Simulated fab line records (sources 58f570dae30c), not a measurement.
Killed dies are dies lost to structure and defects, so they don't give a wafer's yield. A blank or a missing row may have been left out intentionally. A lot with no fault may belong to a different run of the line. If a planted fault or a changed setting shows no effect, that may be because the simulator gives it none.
The tool behind it: which one? :: flow berkeley-cmos170 :: Sampling: 14 lots, 42 wafers, 5 of 331 route steps

## WHAT THE GAUGES SHOWED, per wafer
UCB170_PSD_CD_MEAS_06: target cd 1200 nm.
lot: L781
measured: day 6 07:58
on: cd-sem-01
cd-nm (nm): 1199.7 1200.5 1200.8

lot: L782
measured: day 6 08:11
on: cd-sem-02
cd-nm (nm): 1202.5 1203.4 1202.5

lot: L780
measured: day 6 08:28
on: cd-sem-01
cd-nm (nm): 1199.5 1198.9 1201.1

lot: L784
measured: day 7 02:25
on: cd-sem-02
cd-nm (nm): 1201.0 1201.9 1199.9

lot: L783
measured: day 7 08:18
on: cd-sem-02
cd-nm (nm): 1200.5 1199.1 1200.6

lot: L785
measured: day 7 08:34
on: cd-sem-01
cd-nm (nm): 1199.5 1198.2 1200.6

lot: L786
measured: day 7 08:52
on: cd-sem-02
cd-nm (nm): 1200.3 1201.9 1201.6

lot: L787
measured: day 7 17:35
on: cd-sem-02
cd-nm (nm): 1201.3 1200.3 1201.2

lot: L790
measured: day 8 11:14
on: cd-sem-02
cd-nm (nm): 1203.7 1202.9 1202.8

lot: L788
measured: day 8 11:46
on: cd-sem-01
cd-nm (nm): 1202.1 1199.8 1202.8

lot: L800
measured: day 10 12:10
on: cd-sem-01
cd-nm (nm): 1199.7 1199.3 1201.4

lot: L802
measured: day 11 03:49
on: cd-sem-01
cd-nm (nm): 1196.5 1197.1 1196.5

lot: L801
measured: day 11 04:02
on: cd-sem-02
cd-nm (nm): 1201.9 1201.8 1202.8

lot: L803
measured: day 11 04:08
on: cd-sem-01
cd-nm (nm): 1200.3 1200.0 1200.5

UCB170_SILICIDE_RS_MEAS_02: a four-point-probe measurement.
lot: L781
measured: day 6 11:55
on: film-metro-04
SILICIDE_TI_RS (ohm/sq): 26.43 26.54 26.26

lot: L782
measured: day 6 12:10
on: film-metro-02
SILICIDE_TI_RS (ohm/sq): 26.20 26.42 26.15

lot: L780
measured: day 6 12:25
on: film-metro-04
SILICIDE_TI_RS (ohm/sq): 26.04 26.11 26.17

lot: L784
measured: day 7 09:37
on: film-metro-04
SILICIDE_TI_RS (ohm/sq): 26.03 25.78 25.80

lot: L783
measured: day 7 12:06
on: film-metro-02
SILICIDE_TI_RS (ohm/sq): 25.94 25.73 25.86

lot: L785
measured: day 7 12:29
on: film-metro-02
SILICIDE_TI_RS (ohm/sq): 26.80 26.51 26.18

lot: L786
measured: day 7 12:50
on: film-metro-04
SILICIDE_TI_RS (ohm/sq): 26.02 26.15 25.91

lot: L787
measured: day 7 23:15
on: film-metro-02
SILICIDE_TI_RS (ohm/sq): 26.40 26.22 26.70

lot: L790
measured: day 8 15:05
on: film-metro-04
SILICIDE_TI_RS (ohm/sq): 26.10 26.28 26.21

lot: L788
measured: day 8 16:25
on: film-metro-03
SILICIDE_TI_RS (ohm/sq): 25.68 26.13 26.13

lot: L800
measured: day 10 16:32
on: film-metro-04
SILICIDE_TI_RS (ohm/sq): 26.44 26.38 26.16

lot: L802
measured: day 11 10:14
on: film-metro-04
SILICIDE_TI_RS (ohm/sq): 26.26 26.16 26.18

lot: L801
measured: day 11 10:34
on: film-metro-02
SILICIDE_TI_RS (ohm/sq): 26.74 26.28 26.52

lot: L803
measured: day 11 10:13
on: film-metro-02
SILICIDE_TI_RS (ohm/sq): 26.41 26.34 26.13

UCB170_CONTACT_THK_MEAS_02.
lot: L781
measured: day 6 14:48
on: film-metro-04
CONTACT_PSG_THK (nm): 704 705 701

lot: L782
measured: day 6 14:48
on: film-metro-01
CONTACT_PSG_THK (nm): 704 701 704

lot: L780
measured: day 6 14:48
on: film-metro-02
CONTACT_PSG_THK (nm): 711 709 708

lot: L784
measured: day 7 11:55
on: film-metro-04
CONTACT_PSG_THK (nm): 709 711 710

lot: L783
measured: day 7 14:19
on: film-metro-01
CONTACT_PSG_THK (nm): 713 712 716

lot: L785
measured: day 7 16:05
on: film-metro-04
CONTACT_PSG_THK (nm): 720 714 716

lot: L786
measured: day 7 16:07
on: film-metro-02
CONTACT_PSG_THK (nm): 716 712 718

lot: L787
measured: day 8 01:29
on: film-metro-02
CONTACT_PSG_THK (nm): 651 654 649

lot: L790
measured: day 8 17:30
on: film-metro-02
CONTACT_PSG_THK (nm): 659 659 660

lot: L788
measured: day 8 18:51
on: film-metro-04
CONTACT_PSG_THK (nm): 708 710 703

lot: L800
measured: day 10 18:46
on: film-metro-04
CONTACT_PSG_THK (nm): 703 697 703

lot: L802
measured: day 11 12:26
on: film-metro-02
CONTACT_PSG_THK (nm): 710 708 705

lot: L801
measured: day 11 14:11
on: film-metro-04
CONTACT_PSG_THK (nm): 716 719 718

lot: L803
measured: day 11 13:30
on: film-metro-04
CONTACT_PSG_THK (nm): 692 694 693

## WHICH TOOL RAN EACH LOT (tool, then ch and the chambers of the sampled wafers, then the start)
lot: L781
UCB170_SDANNEAL_RTA_00: rtp-anneal-01 ch 0, day 6 11:13
UCB170_CONTACT_CVD_01: lpcvd-02 ch 1, day 6 13:01

lot: L782
UCB170_SDANNEAL_RTA_00: rtp-anneal-02 ch 0, day 6 11:28
UCB170_CONTACT_CVD_01: lpcvd-02 ch 1, day 6 13:01

lot: L780
UCB170_SDANNEAL_RTA_00: rtp-anneal-01 ch 0, day 6 11:43
UCB170_CONTACT_CVD_01: lpcvd-02 ch 1, day 6 13:01

lot: L784
UCB170_SDANNEAL_RTA_00: rtp-anneal-01 ch 0, day 7 08:55
UCB170_CONTACT_CVD_01: lpcvd-02 ch 0, day 7 10:08

lot: L783
UCB170_SDANNEAL_RTA_00: rtp-anneal-01 ch 0, day 7 11:23
UCB170_CONTACT_CVD_01: lpcvd-02 ch 1, day 7 12:32

lot: L785
UCB170_SDANNEAL_RTA_00: rtp-anneal-02 ch 0, day 7 11:47
UCB170_CONTACT_CVD_01: lpcvd-02 ch 1, day 7 14:19

lot: L786
UCB170_SDANNEAL_RTA_00: rtp-anneal-01 ch 0, day 7 12:07
UCB170_CONTACT_CVD_01: lpcvd-02 ch 1, day 7 14:19

lot: L787
UCB170_SDANNEAL_RTA_00: rtp-anneal-01 ch 0, day 7 22:33
UCB170_CONTACT_CVD_01: lpcvd-02 ch 1, day 7 23:43

lot: L790
UCB170_SDANNEAL_RTA_00: rtp-anneal-02 ch 0, day 8 14:22
UCB170_CONTACT_CVD_01: lpcvd-02 ch 1, day 8 15:41

lot: L788
UCB170_SDANNEAL_RTA_00: rtp-anneal-02 ch 0, day 8 15:43
UCB170_CONTACT_CVD_01: lpcvd-01 ch 0, day 8 17:01

lot: L800
UCB170_SDANNEAL_RTA_00: rtp-anneal-01 ch 0, day 10 15:50
UCB170_CONTACT_CVD_01: lpcvd-01 ch 0, day 10 16:58

lot: L802
UCB170_SDANNEAL_RTA_00: rtp-anneal-01 ch 0, day 11 09:24
UCB170_CONTACT_CVD_01: lpcvd-02 ch 1, day 11 10:38

lot: L801
UCB170_SDANNEAL_RTA_00: rtp-anneal-02 ch 0, day 11 09:29
UCB170_CONTACT_CVD_01: lpcvd-02 ch 1, day 11 12:25

lot: L803
UCB170_SDANNEAL_RTA_00: rtp-anneal-02 ch 0, day 11 09:22
UCB170_CONTACT_CVD_01: lpcvd-01 ch 0, day 11 10:50
- UCB170_SDANNEAL_RTA_00: time 10 s.
- UCB170_CONTACT_CVD_01: deposits PSG from SiH4/O2/PH3, target thk 700 nm, time 2820 s.

## AS READ BY THE TOOLS THEMSELVES (means over the sampled wafers that have a number; for cases with no such wafer, the mark the record gives instead)
UCB170_SDANNEAL_RTA_00.
lot: L781
tool: rtp-anneal-01
lamp-power-pct (%): 27.7
wafer_temp_C_max: 903.5

lot: L782
tool: rtp-anneal-02
lamp-power-pct (%): 23.9
wafer_temp_C_max: 903.0

lot: L780
tool: rtp-anneal-01
lamp-power-pct (%): 27.6
wafer_temp_C_max: 903.4

lot: L784
tool: rtp-anneal-01
lamp-power-pct (%): 27.6
wafer_temp_C_max: 903.5

lot: L783
tool: rtp-anneal-01
lamp-power-pct (%): 27.7
wafer_temp_C_max: 903.0

lot: L785
tool: rtp-anneal-02
lamp-power-pct (%): 23.9
wafer_temp_C_max: 903.3

lot: L786
tool: rtp-anneal-01
lamp-power-pct (%): 27.7
wafer_temp_C_max: 903.8

lot: L787
tool: rtp-anneal-01
lamp-power-pct (%): 27.6
wafer_temp_C_max: 904.0

lot: L790
tool: rtp-anneal-02
lamp-power-pct (%): 23.9
wafer_temp_C_max: 903.3

lot: L788
tool: rtp-anneal-02
lamp-power-pct (%): 23.9
wafer_temp_C_max: 902.7

lot: L800
tool: rtp-anneal-01
lamp-power-pct (%): 27.6
wafer_temp_C_max: 903.0

lot: L802
tool: rtp-anneal-01
lamp-power-pct (%): 27.6
wafer_temp_C_max: 903.1

lot: L801
tool: rtp-anneal-02
lamp-power-pct (%): 23.9
wafer_temp_C_max: 902.9

lot: L803
tool: rtp-anneal-02
lamp-power-pct (%): 23.9
wafer_temp_C_max: 903.5

UCB170_CONTACT_CVD_01.
lot: L781
tool: lpcvd-02
ph3-flow-sccm (sccm): 24.94
spike-tc-source-C (C): 468

lot: L782
tool: lpcvd-02
ph3-flow-sccm (sccm): 25.03
spike-tc-source-C (C): 468

lot: L780
tool: lpcvd-02
ph3-flow-sccm (sccm): 25.11
spike-tc-source-C (C): 468

lot: L784
tool: lpcvd-02
ph3-flow-sccm (sccm): 25.02
spike-tc-source-C (C): 478

lot: L783
tool: lpcvd-02
ph3-flow-sccm (sccm): 24.95
spike-tc-source-C (C): 467

lot: L785
tool: lpcvd-02
ph3-flow-sccm (sccm): 24.95
spike-tc-source-C (C): 468

lot: L786
tool: lpcvd-02
ph3-flow-sccm (sccm): 25.04
spike-tc-source-C (C): 468

lot: L787
tool: lpcvd-02
ph3-flow-sccm (sccm): 12.51
spike-tc-source-C (C): 467

lot: L790
tool: lpcvd-02
ph3-flow-sccm (sccm): 12.51
spike-tc-source-C (C): 468

lot: L788
tool: lpcvd-01
ph3-flow-sccm (sccm): 24.92
spike-tc-source-C (C): 472

lot: L800
tool: lpcvd-01
ph3-flow-sccm (sccm): 24.97
spike-tc-source-C (C): 471

lot: L802
tool: lpcvd-02
ph3-flow-sccm (sccm): 25.06
spike-tc-source-C (C): 467

lot: L801
tool: lpcvd-02
ph3-flow-sccm (sccm): 25.06
spike-tc-source-C (C): 469

lot: L803
tool: lpcvd-01
ph3-flow-sccm (sccm): 25.03
spike-tc-source-C (C): 471

## THE ANSWER, worked out from the rows above alone
Rule: what is usual is taken from the lots themselves. Put in order of their means at a reading, lots are off if they are a third of the lots or fewer, leave a main group of 4 or more, and stand apart from it by a gap of 3 or more times the standard deviation of the main group's means; of several such gaps the widest counts. If all means in a main group match to the digits the tables above print for the reading, that group is not used. Also off: a lot with no number at a reading for which 4 or more lots have one. Where the step has rows for the other lots, those lots are counted as sound. Order of review: gauges by route order, followed by the tools' own readings, for which a lot's mean as printed above is used. The first step at which some lot is off is used, and at that step the reading that is off furthest; a lot without a number counts as furthest.
Off: L787, L790, at UCB170_CONTACT_THK_MEAS_02 (CONTACT_PSG_THK). Main group: mean 708 nm, sd 7.
If a tool, at a process step before that reading, ran all the lots that are off and no sound lot after the first of them, it fits. The gauges at UCB170_CONTACT_THK_MEAS_02 aren't tried: what is off there is off at UCB170_CONTACT_CVD_01 too, on other tools, and a gauge's error can't cause that. Of those tried, none fits.

## WHAT HAD BEEN PUT IN BY THE SIMULATOR
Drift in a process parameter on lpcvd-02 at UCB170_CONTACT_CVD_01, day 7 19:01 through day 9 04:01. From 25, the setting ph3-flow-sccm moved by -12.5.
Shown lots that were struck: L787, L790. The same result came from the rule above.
